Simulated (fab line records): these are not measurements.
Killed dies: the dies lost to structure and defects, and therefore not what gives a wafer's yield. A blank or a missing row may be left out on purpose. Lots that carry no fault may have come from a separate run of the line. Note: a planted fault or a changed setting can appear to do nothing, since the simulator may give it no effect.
fab line records + flow rit_cmos
[record]
- lots = 7
- wafers = 21
- last_day = 6
route steps=202 shown PWELL@49 WELLDRIVE@50 NWELL@51 NRETRO@53 PRETRO@64 M1@202
lots with no fault: from the same line, run without faults
start_h: hours from the record's first day to the start of the lot's first wafer shown + wait_h: time in hours since the lot's previous step + " repeats the value in the row above + L1.1+2: several wafers, shown together as one row + - no value present, or no start provided + * or withheld: withheld + < > ~ a bound
route shown NAME@n: names a module that has steps shown in the file, with the first one's number in the route + usual: mean/standard deviation of fault-free wafers + same: alike in all rows + chamber/n: place in a boat + sites: readings site by site + _std_site: the standard deviation of these + _edge_site: inner sites' mean taken away from outer sites' mean + radius_mm: how far each site lies from the wafer's centre + mask NAME#n: copy n + behind: the most recent tool/chamber to have shaped the wafer + hold: what put the lot on hold/how long, in hours/how the hold closed + device: whichever transistor did not switch (one of n, p or np) + end of line: the route-end tests of the same wafers + a step given without rows: its recipe and nothing more + killed: at the first sort, the dies lost to defects and structure; wafer yield is something else + map: the dies of a wafer, with x for killed, . for not killed, _ for no die there
set.NAME: the setting that was run; set.NAME@STEP: the one run at that earlier step + model.NAME: the simulator's own value behind a step, which no gauge read
a table for each step, a row for each wafer; lots at some steps of the route
services: from which hour (start_h, from the record's first day; less than 0 if before it) a tool's chamber was out of use, for how many hours, and why
[[steps]]
[step RIT_PWELL_TW_MEAS_10]
[usual]
- PWELL_TW = 947/5.2
| lot.wafer | tool          | chamber | start_h | wait_h | PWELL_TW |
|-----------|---------------|---------|---------|--------|----------|
| L920.3    | film_metro-04 | -       | 33.34   | 0.1    | 942      |
| L920.4    | "             | -       | "       | "      | 942      |
| L920.5    | "             | -       | "       | "      | 946      |
| L923.1    | film_metro-02 | -       | 47.52   | 0.1    | 953      |
| L923.2    | "             | -       | "       | "      | 958      |
| L923.6    | "             | -       | "       | "      | 955      |
| L924.1    | film_metro-04 | -       | 52.42   | 0.1    | 954      |
| L924.3    | "             | -       | "       | "      | 956      |
| L924.4    | "             | -       | "       | "      | 951      |
| L928.1    | film_metro-04 | -       | 72.72   | 0.1    | 950      |
| L928.2    | "             | -       | "       | "      | 950      |
| L928.5    | "             | -       | "       | "      | 949      |
| L929.1    | film_metro-01 | -       | 78.21   | 0.1    | 947      |
| L929.2    | "             | -       | "       | "      | 943      |
| L929.3    | "             | -       | "       | "      | 948      |
| L930.1    | film_metro-04 | -       | 83.70   | 0.1    | 945      |
| L930.2    | "             | -       | "       | "      | 946      |
| L930.6    | "             | -       | "       | "      | 949      |
| L934.1    | film_metro-04 | -       | 104.02  | 0.1    | 942      |
| L934.2    | "             | -       | "       | "      | 941      |
| L934.6    | "             | -       | "       | "      | 940      |
[step RIT_WELLDRIVE_ANNEAL_00]
[recipe]
- temp_c = 1100
- time_s = 14700
- ambient = N2
[step RIT_WELLDRIVE_RS_MEAS_01]
[recipe]
- thk_meas_gauge = four-point-probe
[usual]
- NWELL_RS = 275.2/0.7
| lot.wafer | tool          | chamber | start_h | wait_h | NWELL_RS[ohm/sq] |
|-----------|---------------|---------|---------|--------|------------------|
| L920.3    | film_metro-02 | -       | 38.50   | 0.0    | 274.9            |
| L920.4    | "             | -       | "       | "      | 275.1            |
| L920.5    | "             | -       | "       | "      | 275.3            |
| L923.1    | film_metro-02 | -       | 53.45   | 0.0    | 276.1            |
| L923.2    | "             | -       | "       | "      | 276.0            |
| L923.6    | "             | -       | "       | "      | 275.9            |
| L924.1    | film_metro-02 | -       | 57.56   | 0.0    | 275.6            |
| L924.3    | "             | -       | "       | "      | 275.6            |
| L924.4    | "             | -       | "       | "      | 275.5            |
| L928.1    | film_metro-04 | -       | 77.86   | 0.0    | 276.2            |
| L928.2    | "             | -       | "       | "      | 276.4            |
| L928.5    | "             | -       | "       | "      | 275.8            |
| L929.1    | film_metro-04 | -       | 83.35   | 0.0    | 276.5            |
| L929.2    | "             | -       | "       | "      | 275.9            |
| L929.3    | "             | -       | "       | "      | 275.3            |
| L930.1    | film_metro-01 | -       | 88.84   | 0.0    | 274.9            |
| L930.2    | "             | -       | "       | "      | 274.7            |
| L930.6    | "             | -       | "       | "      | 274.9            |
| L934.1    | film_metro-02 | -       | 109.16  | 0.0    | 276.2            |
| L934.2    | "             | -       | "       | "      | 275.4            |
| L934.6    | "             | -       | "       | "      | 276.5            |
[step RIT_WELLDRIVE_RS_MEAS_02]
[recipe]
- thk_meas_gauge = four-point-probe
[usual]
- PWELL_RS = 429.5/1.3
| lot.wafer | tool          | chamber | start_h | wait_h | PWELL_RS[ohm/sq] |
|-----------|---------------|---------|---------|--------|------------------|
| L920.3    | film_metro-02 | -       | 38.62   | 0.1    | 428.2            |
| L920.4    | "             | -       | "       | "      | 430.4            |
| L920.5    | "             | -       | "       | "      | 427.0            |
| L923.1    | film_metro-02 | -       | 53.57   | 0.1    | 429.7            |
| L923.2    | "             | -       | "       | "      | 430.3            |
| L923.6    | "             | -       | "       | "      | 429.9            |
| L924.1    | film_metro-02 | -       | 57.68   | 0.1    | 427.5            |
| L924.3    | "             | -       | "       | "      | 428.6            |
| L924.4    | "             | -       | "       | "      | 427.6            |
| L928.1    | film_metro-04 | -       | 77.98   | 0.1    | 430.3            |
| L928.2    | "             | -       | "       | "      | 429.4            |
| L928.5    | "             | -       | "       | "      | 429.6            |
| L929.1    | film_metro-04 | -       | 83.47   | 0.1    | 431.4            |
| L929.2    | "             | -       | "       | "      | 430.1            |
| L929.3    | "             | -       | "       | "      | 430.7            |
| L930.1    | film_metro-01 | -       | 88.96   | 0.1    | 433.1            |
| L930.2    | "             | -       | "       | "      | 433.7            |
| L930.6    | "             | -       | "       | "      | 433.1            |
| L934.1    | film_metro-02 | -       | 109.28  | 0.1    | 427.8            |
| L934.2    | "             | -       | "       | "      | 429.3            |
| L934.6    | "             | -       | "       | "      | 428.7            |
[step RIT_NRETRO_HMDS_00]
[recipe]
- prime_time_s = 60
- prime_temp_c = 140
[step RIT_NRETRO_COAT_01]
[recipe]
- resist = NOVOLAK
- spin_rpm = 2000
- resist_thk_nm = 1300
[step RIT_NRETRO_SOFTBAKE_02]
[recipe]
- resist = NOVOLAK
- temp_c = 90
- time_s = 60
[step RIT_NRETRO_EXPOSE_03]
[recipe]
- mask_id = M4
- na = 0.57
- target_cd_nm = 43900
- dose_mj = 250
[step RIT_NRETRO_PEB_04]
[recipe]
- resist = NOVOLAK
- temp_c = withheld
- time_s = withheld
[step RIT_NRETRO_DEVELOP_05]
[recipe]
- resist = NOVOLAK
- develop_time_s = 68
- dev_temp_c = 23
[step RIT_NRETRO_OVL_MEAS_06]
[usual]
- NRETRO_OVL = 0.8/1.3
| lot.wafer | tool       | chamber | start_h | wait_h | NRETRO_OVL[nm] |
|-----------|------------|---------|---------|--------|----------------|
| L920.3    | overlay-02 | -       | 39.72   | -      | 0.9            |
| L920.4    | "          | -       | "       | "      | 0.8            |
| L920.5    | "          | -       | "       | "      | 0.3            |
| L923.1    | overlay-02 | -       | 54.57   | -      | 2.2            |
| L923.2    | "          | -       | "       | "      | 0.6            |
| L923.6    | "          | -       | "       | "      | 2.6            |
| L924.1    | overlay-01 | -       | 58.68   | -      | 2.4            |
| L924.3    | "          | -       | "       | "      | 1.5            |
| L924.4    | "          | -       | "       | "      | 2.3            |
| L928.1    | overlay-02 | -       | 79.11   | -      | 3.6            |
| L928.2    | "          | -       | "       | "      | 2.4            |
| L928.5    | "          | -       | "       | "      | 2.1            |
| L929.1    | overlay-01 | -       | 84.47   | -      | 1.6            |
| L929.2    | "          | -       | "       | "      | 0.9            |
| L929.3    | "          | -       | "       | "      | 2.6            |
| L930.1    | overlay-02 | -       | 89.96   | -      | 0.9            |
| L930.2    | "          | -       | "       | "      | 1.5            |
| L930.6    | "          | -       | "       | "      | 2.6            |
| L934.1    | overlay-02 | -       | 110.41  | -      | 0.4            |
| L934.2    | "          | -       | "       | "      | -0.5           |
| L934.6    | "          | -       | "       | "      | 2.0            |
[step RIT_NRETRO_HARDBAKE_07]
[recipe]
- resist = NOVOLAK
- temp_c = 140
- time_s = 120
[step RIT_NRETRO_IMPLANT_08]
[recipe]
- species = P
- energy_kev = 70
- dose_cm2 = 1e+13
- tilt_deg = 7
| lot.wafer  | tool         | chamber | start_h | wait_h |
|------------|--------------|---------|---------|--------|
| L920.3+4+5 | implanter-01 | 0       | 40.04   | 0.2    |
| L923.1+2+6 | implanter-04 | 0       | 54.86   | 0.2    |
| L924.1+3+4 | implanter-02 | 0       | 58.97   | 0.2    |
| L928.1+2+5 | implanter-02 | 0       | 79.39   | 0.2    |
| L929.1+2+3 | implanter-02 | 0       | 84.76   | 0.2    |
| L929.1+2+3 | implanter-02 | 0       | 85.08   | 0.3    |
| L930.1+2+6 | implanter-04 | 0       | 90.24   | 0.2    |
| L930.1+2+6 | implanter-04 | 0       | 90.56   | 0.3    |
| L934.1+2+6 | implanter-04 | 0       | 110.94  | 0.2    |
| L934.1+2+6 | implanter-04 | 0       | 111.26  | 0.3    |
[step RIT_NRETRO_STRIP_09]
[recipe]
- chemistry = O2
- time_s = 180
- resist = NOVOLAK
- platen_temp_c = withheld
- power_w = 500
- pressure_mtorr = 4000
- o2_flow_sccm = 4000
[usual]
- chamber_pressure_mTorr = 4000/3.9
- drypump_motor_current_A = 5.6/0.53
| lot.wafer | tool            | chamber | start_h | wait_h | chamber_pressure_mTorr | drypump_motor_current_A | rf_hours_counter_h |
|-----------|-----------------|---------|---------|--------|------------------------|-------------------------|--------------------|
| L920.3    | plasma_asher-03 | 0       | 40.20   | 0.1    | 4005                   | 6.5                     | -                  |
| L920.4    | "               | 1       | "       | "      | 4001                   | 5.7                     | -                  |
| L920.5    | "               | 1       | "       | "      | 3997                   | 5.7                     | -                  |
| L923.1    | plasma_asher-03 | 1       | 55.01   | 0.1    | 4002                   | 5.7                     | 27                 |
| L923.2    | "               | 0       | "       | "      | 4000                   | 6.5                     | 27                 |
| L923.6    | "               | 1       | "       | "      | 4006                   | 5.7                     | -                  |
| L924.1    | plasma_asher-02 | 1       | 59.12   | 0.1    | 4002                   | 5.2                     | 43                 |
| L924.3    | "               | 0       | "       | "      | 4004                   | 5.2                     | -                  |
| L924.4    | "               | 1       | "       | "      | 4000                   | 5.2                     | -                  |
| L928.1    | plasma_asher-01 | 1       | 79.54   | 0.1    | 4000                   | 5.2                     | 39                 |
| L928.2    | "               | 0       | "       | "      | 3999                   | 5.3                     | 39                 |
| L928.5    | "               | 1       | "       | "      | 4002                   | 5.2                     | -                  |
| L929.1    | plasma_asher-02 | 1       | 85.23   | 0.1    | 3994                   | 5.2                     | 46                 |
| L929.2    | "               | 0       | "       | "      | 4002                   | 5.2                     | 46                 |
| L929.3    | "               | 0       | "       | "      | 4002                   | 5.2                     | -                  |
| L930.1    | plasma_asher-03 | 0       | 90.71   | 0.1    | 4000                   | 6.5                     | 31                 |
| L930.2    | "               | 1       | "       | "      | 3992                   | 5.7                     | 31                 |
| L930.6    | "               | 0       | "       | "      | 3999                   | 6.5                     | -                  |
| L934.1    | plasma_asher-03 | 1       | 111.41  | 0.1    | 3999                   | 5.7                     | 33                 |
| L934.2    | "               | 0       | "       | "      | 4002                   | 6.6                     | 33                 |
| L934.6    | "               | 0       | "       | "      | 4000                   | 6.5                     | -                  |
[step RIT_NRETRO_TW_MEAS_10]
[usual]
- NRETRO_TW = 1046/6.4
| lot.wafer | tool          | chamber | start_h | wait_h | NRETRO_TW |
|-----------|---------------|---------|---------|--------|-----------|
| L920.3    | film_metro-01 | -       | 40.34   | 0.1    | 1040      |
| L920.4    | "             | -       | "       | "      | 1038      |
| L920.5    | "             | -       | "       | "      | 1042      |
| L923.1    | film_metro-03 | -       | 55.18   | 0.1    | 1041      |
| L923.2    | "             | -       | "       | "      | 1054      |
| L923.6    | "             | -       | "       | "      | 1043      |
| L924.1    | film_metro-01 | -       | 59.29   | 0.1    | 1041      |
| L924.3    | "             | -       | "       | "      | 1041      |
| L924.4    | "             | -       | "       | "      | 1042      |
| L928.1    | film_metro-01 | -       | 79.72   | 0.1    | 1049      |
| L928.2    | "             | -       | "       | "      | 1046      |
| L928.5    | "             | -       | "       | "      | 1046      |
| L929.1    | film_metro-03 | -       | 85.40   | 0.1    | 1306      |
| L929.2    | "             | -       | "       | "      | 1297      |
| L929.3    | "             | -       | "       | "      | 1304      |
| L930.1    | film_metro-02 | -       | 90.89   | 0.1    | 1310      |
| L930.2    | "             | -       | "       | "      | 1315      |
| L930.6    | "             | -       | "       | "      | 1306      |
| L934.1    | film_metro-02 | -       | 111.58  | 0.1    | 1322      |
| L934.2    | "             | -       | "       | "      | 1313      |
| L934.6    | "             | -       | "       | "      | 1317      |
[step RIT_PRETRO_HMDS_00]
[recipe]
- prime_time_s = 60
- prime_temp_c = 140
[step RIT_M1_PROBE_99]
[usual]
- killed_at_front_end = 6.3/3
- killed_dies = 6.4/3
- killed_open = 3/1.9
- killed_short = 3.4/1.9
[same]
- gross_dies = 264
- killed_at_M0_to_M3 = 0
- killed_at_M4_up = 0
- killed_at_back_side = 0
- killed_at_contacts = 0
- killed_at_other = 0
| lot.wafer | tool      | chamber | start_h | wait_h | killed_at_front_end | killed_dies | killed_open | killed_short |
|-----------|-----------|---------|---------|--------|---------------------|-------------|-------------|--------------|
| L923.1    | prober-02 | -       | 83.19   | 0.1    | 3                   | 3           | 1           | 2            |
| L923.2    | prober-02 | -       | 83.24   | 0.1    | 8                   | 8           | 2           | 6            |
| L923.6    | prober-02 | -       | 83.44   | 0.2    | 5                   | 5           | 2           | 3            |
| L924.1    | prober-01 | -       | 85.93   | 0.1    | 0                   | 0           | 0           | 0            |
| L924.3    | prober-01 | -       | 86.03   | 0.2    | 5                   | 5           | 2           | 3            |
| L924.4    | prober-01 | -       | 86.08   | 0.2    | 3                   | 3           | 0           | 3            |
| L928.1    | prober-01 | -       | 107.22  | 0.1    | 12                  | 12          | 3           | 9            |
| L928.2    | prober-01 | -       | 107.27  | 0.1    | 11                  | 11          | 7           | 4            |
| L928.5    | prober-01 | -       | 107.42  | 0.2    | 4                   | 4           | 0           | 4            |
| L929.1    | prober-02 | -       | 113.82  | 0.1    | 8                   | 8           | 5           | 3            |
| L929.2    | prober-02 | -       | 113.87  | 0.1    | 3                   | 3           | 1           | 2            |
| L929.3    | prober-02 | -       | 113.92  | 0.2    | 6                   | 6           | 3           | 3            |
| L934.1    | prober-01 | -       | 142.29  | 0.1    | 7                   | 7           | 2           | 5            |
| L934.2    | prober-01 | -       | 142.34  | 0.1    | 6                   | 6           | 4           | 2            |
| L934.6    | prober-01 | -       | 142.54  | 0.2    | 8                   | 8           | 6           | 2            |
// killed by level:class
L923.1 GATE:geometric_particle:short=1 REOX:geometric_particle:open=1 SPACER:geometric_particle:short=1
L923.2 GATE:geometric_particle:short=3 REOX:geometric_particle:short=2 GATE:geometric_particle:open=1 SPACER:geometric_particle:open=1 SPACER:geometric_particle:short=1
L923.6 FOX1:geometric_particle:open=1 FOX2:geometric_particle:short=1 GATE:geometric_particle:short=1 REOX:geometric_particle:open=1 REOX:geometric_particle:short=1
L924.3 GATE:geometric_particle:short=3 GATE:geometric_particle:open=2
L924.4 GATE:geometric_particle:short=2 REOX:geometric_particle:short=1
L928.1 GATE:geometric_particle:short=4 SILICIDE:geometric_particle:short=4 FOX2:geometric_particle:short=1 GATE:geometric_particle:open=1 SPACER:geometric_particle:open=1 SILICIDE:geometric_particle:open=1
L928.2 GATE:geometric_particle:open=2 REOX:geometric_particle:open=2 SILICIDE:geometric_particle:short=2 FOX1:geometric_particle:open=1 FOX1:geometric_particle:short=1 FOX2:geometric_particle:open=1 SPACER:geometric_particle:short=1 SILICIDE:geometric_particle:open=1
L928.5 GATE:geometric_particle:short=2 FOX2:geometric_particle:short=1 REOX:geometric_particle:short=1
L929.1 GATE:geometric_particle:open=3 FOX1:geometric_particle:open=2 GATE:geometric_particle:short=1 SPACER:geometric_particle:short=1 SILICIDE:geometric_particle:short=1
L929.2 GATE:geometric_particle:short=2 GATE:geometric_particle:open=1
L929.3 GATE:geometric_particle:open=2 GATE:geometric_particle:short=2 FOX1:geometric_particle:open=1 SILICIDE:geometric_particle:short=1
L934.1 REOX:geometric_particle:short=2 REOX:geometric_particle:open=2 FOX1:geometric_particle:short=1 GATE:geometric_particle:short=1 SILICIDE:geometric_particle:short=1
L934.2 GATE:geometric_particle:open=3 REOX:geometric_particle:short=2 REOX:geometric_particle:open=1
L934.6 FOX1:geometric_particle:open=2 FOX2:geometric_particle:open=2 FOX2:geometric_particle:short=1 GATE:geometric_particle:short=1 GATE:geometric_particle:open=1 SPACER:geometric_particle:open=1
[[services]]
| tool            | chamber | start_h | hours | kind       |
|-----------------|---------|---------|-------|------------|
| plasma_asher-02 | -       | 23.58   | 2.8   | pm         |
| implanter-02    | -       | 25.65   | 5.0   | repair     |
| plasma_asher-02 | -       | 77.73   | 3.1   | repair     |
| implanter-01    | -       | 84.03   | 5.1   | pm         |
| implanter-02    | -       | 89.52   | 1.8   | repair     |
| plasma_asher-01 | -       | 98.54   | 2.8   | pm         |
| plasma_asher-01 | -       | 108.75  | 9.0   | pm         |
| plasma_asher-01 | 0       | 108.75  | 9.5   | vent_cycle |
| plasma_asher-01 | 1       | 108.75  | 9.5   | vent_cycle |
| plasma_asher-01 | -       | 109.09  | 9.1   | repair     |
[[key]]
[first_sign]
- step = RIT_NRETRO_IMPLANT_08
- reading = visit
- direction = added
[effect]
- step = RIT_NRETRO_TW_MEAS_10
- reading = NRETRO_TW
- direction = up
- sigmas = 41
- usual = 1046
- struck = 1310
met_at RIT_NRETRO_IMPLANT_08
struck_wafers L929.1,L929.2,L929.3,L930.1,L930.2,L930.6,L934.1,L934.2,L934.6
tester_left_out L929,L930,L934
[fault]
- kind = repeated_step_whole
- tool = implanter-01,implanter-02,implanter-04
- chamber = -
- onset_h = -
- steps = RIT_NRETRO_IMPLANT_08
- times = 1
- scope = struck_lots_only
// tester_left_out: of these lots the tester's yield and bins aren't shown, on N5 and GAA mostly nor the transistor test; their killed dies are dies lost to structure and defects alone, not to doping, threshold or leakage, so they don't give the yield
